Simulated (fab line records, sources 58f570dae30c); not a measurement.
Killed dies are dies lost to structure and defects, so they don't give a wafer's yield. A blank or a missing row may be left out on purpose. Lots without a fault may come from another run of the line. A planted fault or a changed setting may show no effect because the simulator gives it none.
Problem report in the 8D (eight disciplines) form, filled by code | flow berkeley_cmos170 | the parts of the form that need people (team, actions taken, sign-off) are left out

1. THE PROBLEM
oes_product_au at UCB170_PVT_STRIP_08 reads a mean of 0.812 a.u. on 6 wafers of 2 lots; wafers without a fault read 0.735 a.u. with a standard deviation of 0.0042. That is +18 standard deviations from the usual mean.
The step: strips in O2.
First seen on wafer L671.3, day 8 04:21, on plasma_asher-04. The record holds 42 wafers of 14 lots with a number at this step. Rule for "out", or "out of limits": more than 4 standard deviations from the usual mean. The other wafers with a number count as sound.

2. WHAT IT IS AND WHAT IT IS NOT
question                    | is                     | is not
which readings at this step | oes_product_au         | drypump_motor_current_A, strip_time_to_endpoint_s
which lots                  | L671, L674             | L659, L660, L661, L662, L663, L664, L666, L668, L676, L677, L680, L682
which wafers of those lots  | all that have a number | -
read on which tools         | plasma_asher-04        | plasma_asher-01, plasma_asher-03
when                        | from day 8 04:21       | up to then (24 sound wafers); but 12 sound wafers of L676, L677, L680, L682 came after

3. SUSPECTS, AND WHAT RULES EACH OUT
Counting: a tool at a process step up to the reading stays a suspect if it ran every lot that is out and no sound lot after the first of them.
- plasma_asher-04 at UCB170_PVT_STRIP_08 (strips in O2): kept. It ran every lot that is out, first L671 (day 8 04:21), and no sound lot after that; its last sound lot up to then is L668 (day 7 11:59). Its own readings are out on those wafers: oes_product_au.
Left after counting: plasma_asher-04 at UCB170_PVT_STRIP_08.

4. THE CAUSE (what the simulator had put in)
Process parameter drift: plasma_asher-04, from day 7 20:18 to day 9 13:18, at UCB170_PVT_STRIP_08. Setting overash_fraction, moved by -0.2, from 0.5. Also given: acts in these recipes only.
Counting left only this tool.

5. THE CHAIN OF EFFECTS, in route order
Each row: a reading whose mean over the struck wafers that have a number lies more than 3 standard deviations from the usual. Only readings for which the record gives a usual standard deviation are gone through. hours: the time from each lot's start at the first step in this table that gives one to its start at this step, as a median over the lots. sigmas: the change in usual standard deviations.
hours | step                | reading        | usual      | on struck wafers | change | sigmas
0     | UCB170_PVT_STRIP_08 | oes_product_au | 0.735 a.u. | 0.812            | +0.077 | +18
The process steps in it:
- UCB170_PVT_STRIP_08: strips in O2.
Later measuring or inspecting steps at which every struck wafer that the step has a row for has a number for every such reading, and none has moved that far: UCB170_CONTACT_CD_MEAS_15, UCB170_V1_BOW_MEAS_03.

6. WHAT WOULD HAVE CAUGHT IT SOONER
In this record the first reading out of limits was taken at day 8 04:21, 8 hours after the fault began at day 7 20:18.
